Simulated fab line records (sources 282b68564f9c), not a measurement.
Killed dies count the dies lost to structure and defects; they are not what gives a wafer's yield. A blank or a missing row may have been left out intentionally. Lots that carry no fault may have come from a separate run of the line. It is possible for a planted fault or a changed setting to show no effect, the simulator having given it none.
fab line records | flow ritCmos
[record] lots = 8 wafers = 24 lastDay = 5
route steps=202 shown M1@200
lots that met no fault: taken from a fault-free run of the same line
startH: start of the lot's first displayed wafer, in hours after the record's first day | waitH: hours since the lot's step before | " unchanged from the row above | L1.1+2: a row that stands for several wafers | - no value, or no start given | * or withheld: withheld | < > ~ a bound
route shown NAME@n: NAME is a module with steps in the file, n the number in the route of the first one | usual: average and standard deviation across the fault-free wafers | same: alike in all rows | chamber/n: place in a boat | sites: the reading at each site | _std_site: the values' standard deviation | _edge_site: the outer-site mean with the inner-site mean subtracted | radiusMm: how far each site lies from the wafer's centre | mask NAME#n: copy n | behind: the last tool/chamber to shape the wafer | hold: why the lot was held/for how many hours/how that ended | device: which transistor (n, p or np) failed to switch | end of line: at the end of the route, the tests of the same wafers | step lacking rows: just its recipe | killed: count of dies lost to structure and defects at first sort (not the wafer's yield) | map: shows each die of a wafer: x if killed, . if not, _ if none is there
set.NAME: the setting that was run; set.NAME@STEP: the one run at that earlier step | model.NAME: the simulator's own value behind a step, which no gauge read
a sample of lots followed through the steps of the route, with each step as a table and each wafer as a row
[[steps]]
[step RIT_M1_ANNEAL_15]
[recipe] tempC = 450 timeS = 1800 ambient = forming_gas_H2N2
[usual] spikeTcCentreC = 453.5/1.1 spikeTcLoadC = 469.7/0.91 spikeTcSourceC = 462.4/0.9 tubeCenterTempC = 450.01/0.038 tube_center_temp_C_max = 451.18/0.21 zonePowerCentrePct = 17.86/0.19 zonePowerLoadPct = 6.47/0.067 zonePowerSourcePct = 6.78/0.071
// columns lot.wafer tool chamber startH waitH spikeTcCentreC spikeTcLoadC spikeTcSourceC tubeCenterTempC tube_center_temp_C_max zonePowerCentrePct zonePowerLoadPct zonePowerSourcePct
L102.1 furnace-02 0 59.19 0.1 452.3 469.9 461.7 450 451.23 18.09 6.47 6.83
L102.4 " 0 " " 453.1 469.0 462.7 450.05 451.01 17.91 6.42 6.86
L102.6 " 0 " " 453.1 468.1 462.4 450.01 451.12 17.95 6.48 6.80
L103.1 furnace-02 0 61.95 0.1 454.8 470.3 462.9 449.94 450.84 17.66 6.35 6.76
L103.3 " 0 " " 453.7 468.9 462.1 450.02 451.28 18.16 6.49 6.74
L103.4 " 0 " " 452.7 467.6 462.4 450.06 451.10 18.09 6.50 6.80
L104.2 furnace-02 0 67.23 0.1 453.2 471.0 463.3 450.05 451.15 18.03 6.45 6.93
L104.4 " 0 " " 453.0 470.0 461.9 449.98 451.01 17.75 6.30 6.77
L104.6 " 0 " " 452.6 469.3 461.0 449.99 451.00 17.63 6.60 6.81
L105.3 furnace-02 0 74.93 0.1 452.2 470.1 460.7 449.95 451.30 17.94 6.45 6.83
L105.4 " 0 " " 453.6 469.7 462.4 449.97 450.92 17.75 6.40 6.87
L105.5 " 0 " " 454.9 468.6 461.7 450.03 451.04 18.03 6.45 6.71
L106.2 furnace-02 0 77.15 0.1 453.6 469.5 462.2 450.04 450.99 17.81 6.54 6.79
L106.4 " 0 " " 454.1 469.8 462.3 450.07 451.25 17.80 6.42 6.85
L106.6 " 0 " " 453.9 470.4 461.2 450.05 451.41 17.81 6.51 6.81
L112.1 furnace-02 0 110.66 0.1 394.2 410.5 401.6 390.01 391.17 15.30 5.15 5.28
L112.2 " 0 " " 394.6 408.5 402.7 390.06 391.03 15.22 5.08 5.36
L112.6 " 0 " " 396.4 409.2 401.6 389.98 391.50 14.94 5.06 5.31
L113.1 furnace-02 0 116.03 0.1 393.0 407.6 399.9 390 391.14 15.15 5.12 5.31
L113.3 " 0 " " 393.3 409.7 401.5 390.07 391.36 15.34 5.06 5.35
L113.5 " 0 " " 392.9 409.1 401.2 390.02 390.94 15.36 5.14 5.41
L114.1 furnace-02 0 122.21 0.1 393.8 408.7 401.5 389.97 391.13 15.34 5.04 5.41
L114.2 " 0 " " 394.5 409.3 402.4 389.98 391.33 15.36 5.05 5.34
L114.4 " 0 " " 392.9 407.8 401.4 390.06 391.10 15.15 5.09 5.30
[step RIT_M1_PROBE_99]
[usual] defectLimitedYield = 97.5/1.1 killedAtContacts = 0.0/0.2 killedAtFrontEnd = 6.6/2.9 killedDies = 6.6/3 killedOpen = 3.4/2 killedShort = 3.2/2 sort_bin_3_pad_short = 0.1/0.23 sort_bin_5_function = 1.4/0.78 sort_bin_6_memory = 1.0/0.65 sortNPass = 257.4/3 sortYieldPct = 97.5/1.1
[same] grossDies = 264 killed_at_M0_to_M3 = 0 killed_at_M4_up = 0 killedAtBackSide = 0 killedAtOther = 0
// columns lot.wafer tool chamber startH waitH defectLimitedYield[%] killedAtContacts killedAtFrontEnd killedDies killedOpen killedShort sort_bin_3_pad_short[%] sort_bin_5_function[%] sort_bin_6_memory[%] sortNPass sortYieldPct[%]
L102.1 prober-01 - 60.81 0.1 98.5 0 4 4 1 3 0 1.5 0 260.0 98.5
L102.4 prober-01 - 60.96 0.2 97.3 0 7 7 4 3 0 1.5 1.1 257.0 97.3
L102.6 prober-01 - 61.06 0.2 97.3 0 7 7 2 5 0.4 1.1 1.1 257.0 97.3
L103.1 prober-02 - 63.57 0.1 96.6 0 9 9 8 1 0 1.9 1.5 255.0 96.6
L103.3 prober-02 - 63.67 0.2 97.0 0 8 8 3 5 0 2.3 0.8 256.0 97.0
L103.4 prober-02 - 63.72 0.2 95.5 1 11 12 7 5 0 3.0 1.5 252.0 95.5
L104.2 prober-01 - 68.90 0.1 94.7 0 14 14 7 7 0 1.9 3.4 250.0 94.7
L104.4 prober-01 - 69.00 0.2 97.3 0 7 7 4 3 0.8 1.5 0.4 257.0 97.3
L104.6 prober-01 - 69.10 0.2 96.2 0 10 10 7 3 0 2.7 1.1 254.0 96.2
L105.3 prober-01 - 76.65 0.2 97.0 0 8 8 2 6 0.4 2.3 0.4 256.0 97.0
L105.4 prober-01 - 76.70 0.2 98.1 0 5 5 1 4 0 1.1 0.8 259.0 98.1
L105.5 prober-01 - 76.75 0.2 95.8 0 11 11 7 4 0 2.7 1.5 253.0 95.8
L106.2 prober-02 - 78.82 0.1 97.7 0 6 6 3 3 0 0.8 1.5 258.0 97.7
L106.4 prober-02 - 78.92 0.2 96.2 0 10 10 5 5 0 1.1 2.7 254.0 96.2
L106.6 prober-02 - 79.02 0.2 98.5 0 4 4 2 2 0 1.1 0.4 260.0 98.5
L112.1 prober-02 - 112.28 0.1 97.0 0 8 8 5 3 0 1.9 1.1 256.0 97.0
L112.2 prober-02 - 112.33 0.1 99.2 0 2 2 1 1 0 0 0.8 262.0 99.2
L112.6 prober-02 - 112.53 0.2 97.7 0 6 6 6 0 0 1.9 0.4 258.0 97.7
L113.1 prober-01 - 117.65 0.1 97.3 0 7 7 5 2 0.4 1.9 0.4 257.0 97.3
L113.3 prober-01 - 117.75 0.2 97.7 0 6 6 2 4 0 1.5 0.8 258.0 97.7
L113.5 prober-01 - 117.85 0.2 97.0 0 8 8 2 6 0 1.9 1.1 256.0 97.0
L114.1 prober-02 - 123.83 0.1 95.8 0 11 11 6 5 0.4 2.3 1.5 253.0 95.8
L114.2 prober-02 - 123.88 0.1 98.1 0 5 5 1 4 0 0.8 1.1 259.0 98.1
L114.4 prober-02 - 123.98 0.2 95.8 0 11 11 8 3 0 3.0 1.1 253.0 95.8
// killed by level:class
L102.1 FOX1:geometricParticle:short=1 GATE:geometricParticle:short=1 REOX:geometricParticle:short=1 SILICIDE:geometricParticle:open=1
L102.4 FOX1:geometricParticle:open=2 FOX2:geometricParticle:open=1 FOX2:geometricParticle:short=1 REOX:geometricParticle:short=1 SPACER:geometricParticle:open=1 SILICIDE:geometricParticle:short=1
L102.6 GATE:geometricParticle:short=2 FOX1:geometricParticle:short=1 FOX2:geometricParticle:open=1 GATE:geometricParticle:open=1 REOX:geometricParticle:short=1 SPACER:geometricParticle:short=1
L103.1 GATE:geometricParticle:open=3 SPACER:geometricParticle:open=3 FOX2:geometricParticle:open=1 GATE:geometricParticle:short=1 REOX:geometricParticle:open=1
L103.3 GATE:geometricParticle:short=3 GATE:geometricParticle:open=2 ACTIVE:geometricParticle:short=1 FOX1:geometricParticle:short=1 FOX2:geometricParticle:open=1
L103.4 REOX:geometricParticle:open=3 FOX1:geometricParticle:short=2 FOX2:geometricParticle:open=1 FOX2:geometricParticle:short=1 GATE:geometricParticle:short=1 GATE:geometricParticle:open=1 SPACER:geometricParticle:open=1 SILICIDE:geometricParticle:open=1
L104.2 GATE:geometricParticle:open=5 GATE:geometricParticle:short=5 ACTIVE:geometricParticle:open=1 REOX:geometricParticle:short=1 SPACER:geometricParticle:open=1 SPACER:geometricParticle:short=1
L104.4 GATE:geometricParticle:open=2 GATE:geometricParticle:short=1 REOX:geometricParticle:open=1 SPACER:geometricParticle:short=1 SPACER:geometricParticle:open=1 SILICIDE:geometricParticle:short=1
L104.6 REOX:geometricParticle:open=3 FOX1:geometricParticle:open=2 GATE:geometricParticle:open=2 GATE:geometricParticle:short=2 FOX1:geometricParticle:short=1
L105.3 GATE:geometricParticle:short=2 FOX1:geometricParticle:short=1 FOX2:geometricParticle:short=1 GATE:geometricParticle:open=1 SPACER:geometricParticle:open=1 SPACER:geometricParticle:short=1 SILICIDE:geometricParticle:short=1
L105.4 GATE:geometricParticle:short=2 FOX1:geometricParticle:open=1 REOX:geometricParticle:short=1 SPACER:geometricParticle:short=1
L105.5 GATE:geometricParticle:open=3 FOX1:geometricParticle:open=2 REOX:geometricParticle:open=2 FOX1:geometricParticle:short=1 FOX2:geometricParticle:short=1 GATE:geometricParticle:short=1 REOX:geometricParticle:short=1
L106.2 REOX:geometricParticle:open=2 REOX:geometricParticle:short=2 GATE:geometricParticle:short=1 SILICIDE:geometricParticle:open=1
L106.4 FOX1:geometricParticle:open=3 GATE:geometricParticle:short=3 FOX1:geometricParticle:short=1 GATE:geometricParticle:open=1 SILICIDE:geometricParticle:short=1 SILICIDE:geometricParticle:open=1
L106.6 FOX1:geometricParticle:short=2 FOX1:geometricParticle:open=1 FOX2:geometricParticle:open=1
L112.1 SPACER:geometricParticle:open=2 FOX2:geometricParticle:open=1 FOX2:geometricParticle:short=1 GATE:geometricParticle:short=1 GATE:geometricParticle:open=1 REOX:geometricParticle:open=1 SPACER:geometricParticle:short=1
L112.2 FOX2:geometricParticle:short=1 GATE:geometricParticle:open=1
L112.6 GATE:geometricParticle:open=4 SPACER:geometricParticle:open=1 SILICIDE:geometricParticle:open=1
L113.1 GATE:geometricParticle:open=2 FOX1:geometricParticle:open=1 GATE:geometricParticle:short=1 REOX:geometricParticle:open=1 SILICIDE:geometricParticle:open=1 SILICIDE:geometricParticle:short=1
L113.3 FOX1:geometricParticle:open=2 SILICIDE:geometricParticle:short=2 GATE:geometricParticle:short=1 REOX:geometricParticle:short=1
L113.5 FOX1:geometricParticle:short=3 GATE:geometricParticle:short=3 GATE:geometricParticle:open=2
L114.1 GATE:geometricParticle:open=3 REOX:geometricParticle:short=3 SILICIDE:geometricParticle:open=3 GATE:geometricParticle:short=1 SILICIDE:geometricParticle:short=1
L114.2 SILICIDE:geometricParticle:short=3 GATE:geometricParticle:short=1 SPACER:geometricParticle:open=1
L114.4 GATE:geometricParticle:open=5 FOX1:geometricParticle:open=2 FOX1:geometricParticle:short=2 SILICIDE:geometricParticle:open=1 SILICIDE:geometricParticle:short=1
[[key]]
[firstSign] step = RIT_M1_ANNEAL_15 reading = tubeCenterTempC direction = down sigmas = 99+ usual = * struck = *
[effect] step = RIT_M1_ANNEAL_15 reading = tube_center_temp_C_max direction = down sigmas = 99+ usual = * struck = *
metAt RIT_M1_ANNEAL_15
struckLots L112,L113,L114
onsetBetween 77.15 110.66
[fault] kind = processParameterDrift tool = furnace-02 chamber = - onsetH = 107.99 steps = RIT_M1_ANNEAL_15 channel = tempC offset = * shape = step endH = 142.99 stated = *
